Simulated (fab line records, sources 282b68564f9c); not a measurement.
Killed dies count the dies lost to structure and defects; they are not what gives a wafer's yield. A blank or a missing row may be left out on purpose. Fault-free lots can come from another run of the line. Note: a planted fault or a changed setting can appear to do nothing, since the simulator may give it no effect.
What tool caused it? -- flow rit-cmos -- Sampling: 7 lots, 21 wafers, 2 of 202 route steps

== WHAT EACH GAUGE READ, for each wafer ==
RIT_ACTIVE_THK_MEAS_02.
lot,measured,on,ACTIVE_OXIDE_THK (nm)
L213,day 1 17:55,film-metro-01,47.9 47.8 47.3
L217,day 2 14:13,film-metro-01,47.6 47.8 47.3
L220,day 3 04:20,film-metro-04,47.0 47.0 46.8
L224,day 4 00:04,film-metro-03,47.0 46.7 46.8
L229,day 5 02:14,film-metro-03,52.0 51.9 52.0 52.1 51.9 52.0
L232,day 5 16:03,film-metro-03,46.7 46.6 46.6
L235,day 6 07:41,film-metro-01,46.9 46.5 46.8

== EACH LOT AND THE TOOL THAT RAN IT (in order: tool; ch and the chambers of the sampled wafers; start) ==
lot,RIT_ACTIVE_OXIDATION_01
L213,"furnace-01 ch 0, day 1 15:59"
L217,"furnace-01 ch 0, day 2 12:17"
L220,"furnace-04 ch 0, day 3 02:23"
L224,"furnace-01 ch 0, day 3 22:07"
L229,"furnace-01 ch 0, day 5 00:17"
L232,"furnace-03 ch 0, day 5 14:07"
L235,"furnace-04 ch 0, day 6 05:46"
- RIT_ACTIVE_OXIDATION_01: target thk 46.8 nm, ox time 3360 s.

== THE ANSWER, worked out from the rows above alone ==
Rule: what is usual is taken from the lots themselves. The widest of any qualifying gaps counts: lots, ordered by their means at a reading, are off when they make up no more than a third of the lots, leave a main group of 4 or more, and stand apart from it by 3 or more times the standard deviation of that group's means. Not used: any main group whose means are identical at the precision the tables above print for the reading. A lot without any number at a reading at which 4 lots or more have one is off too. Any other lot the step has rows for is counted as sound.
Off: L229, at RIT_ACTIVE_THK_MEAS_02 (ACTIVE_OXIDE_THK). For the main group the mean is 47.1 nm and the standard deviation 0.4.
If a tool, at a process step before that reading, ran all the lots that are off and no sound lot after the first of them, it fits. Those tools and the gauges at RIT_ACTIVE_THK_MEAS_02 are tried in the same way. One fits: furnace-01 at RIT_ACTIVE_OXIDATION_01. Its last sound lot is L224 (day 3 22:07), its first lot that is off L229 (day 5 00:17): a fault that began between those two fits.

== WHAT WAS PUT IN BY THE SIMULATOR ==
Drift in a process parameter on furnace-01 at RIT_ACTIVE_OXIDATION_01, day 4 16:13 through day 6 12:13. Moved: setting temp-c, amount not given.
Shown lots that were struck: L229. The same result came from the rule above.
